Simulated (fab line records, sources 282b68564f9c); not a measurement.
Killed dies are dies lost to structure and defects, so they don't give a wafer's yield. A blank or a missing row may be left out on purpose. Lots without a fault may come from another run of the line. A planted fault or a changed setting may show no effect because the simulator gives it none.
A struck lot beside a sound one | flow rit_cmos | 18 steps out of a route of 202
Sound: wafers L167.2, L167.3, L167.6. Struck: wafers L170.2, L170.3, L170.4. The cause comes at the end.
At each step with rows: each side's tool, then ch and its chambers, then its first start. Under that, the readings that differ: sound wafers | struck wafers | difference of the means | sigmas: that difference in standard deviations of wafers without a fault.
alike: readings whose means differ by less than 2 such deviations, and words and numbers that are the same on both sides. not compared: withheld readings, readings that some wafer has no value for, bounds like >300 that may hide the same value, and numbers for which the record gives no deviation and whose values overlap.
The two part at a step that has a row with sigmas, a row that says differs or no value, or rows on one side only. Numbers that don't overlap but have no deviation are shown without sigmas and don't part them. A reading that every wafer of one side lacks parts them only if that side has two wafers or more.

first, 4 steps without rows for these wafers: RIT_NRETRO_SOFTBAKE_02 (time 60 s); RIT_NRETRO_EXPOSE_03 (exposes mask M4, target cd 43900 nm); RIT_NRETRO_PEB_04; RIT_NRETRO_DEVELOP_05 (develop time 68 s).
RIT_NRETRO_OVL_MEAS_06:
  sound on overlay-01, day 4 01:16; struck on overlay-02, day 4 16:35
  alike: NRETRO_OVL
then, 2 steps without rows for these wafers: RIT_NRETRO_HARDBAKE_07 (time 120 s); RIT_NRETRO_IMPLANT_08.
RIT_NRETRO_STRIP_09: strips in O2, time 180 s.
  sound on plasma_asher-01 ch 0,1, day 4 01:42; struck on plasma_asher-03 ch 0,1, day 4 17:01
  alike: chamber_pressure_mTorr, drypump_motor_current_A
  not compared: rf_hours_counter_h
RIT_NRETRO_TW_MEAS_10:
  sound on film_metro-04, day 4 01:53; struck on film_metro-04, day 4 17:12
  alike: NRETRO_TW
then, 3 steps without rows for these wafers: RIT_PRETRO_HMDS_00 (prime time 60 s); RIT_PRETRO_COAT_01 (resist thk 1300 nm); RIT_PRETRO_SOFTBAKE_02 (time 60 s).
RIT_PRETRO_EXPOSE_03: exposes mask M5, target cd 43700 nm.
  sound on iline_stepper-02 ch 0, day 4 02:32; struck on iline_stepper-02 ch 0, day 4 17:43
  reading                        | sound                   | struck            | difference | sigmas
  model.PRETRO.overlay_x_nm (nm) | -0.4638 -0.4638 -0.4638 | 130.2 130.2 130.2 | +130.7     |
  alike: mask
then, 2 steps without rows for these wafers: RIT_PRETRO_PEB_04; RIT_PRETRO_DEVELOP_05 (develop time 68 s).
RIT_PRETRO_OVL_MEAS_06:
  sound on overlay-02, day 4 02:56; struck on overlay-02, day 4 18:08
  reading         | sound         | struck            | difference | sigmas
  PRETRO_OVL (nm) | 0.9 -0.1 -0.1 | 129.2 130.8 132.0 | +130.4     | +93
then, 1 step without rows for these wafers: RIT_PRETRO_HARDBAKE_07 (time 120 s).
RIT_M1_PROBE_99:
  sound on prober-02, day 5 06:18; struck on prober-01, day 6 02:40
  reading                                    | sound                | struck               | difference | sigmas
  model.etest.retro_edge_pmos.off_log10_a_um | -10.22 -9.945 -10.12 | -9.691 -9.8 -9.869   | +0.308     |
  model.etest.retro_edge_nmos.off_log10_a_um | -9.984 -9.838 -10.3  | -9.439 -9.539 -9.235 | +0.636     |
  alike: killed_at_M0_to_M3, killed_at_contacts, killed_at_front_end, killed_dies, killed_open, killed_short

WHERE THEY PART
Only at RIT_PRETRO_OVL_MEAS_06, within this record. Later steps at which nothing parts them and some readings are alike: RIT_M1_PROBE_99.

WHY: what the simulator had put in
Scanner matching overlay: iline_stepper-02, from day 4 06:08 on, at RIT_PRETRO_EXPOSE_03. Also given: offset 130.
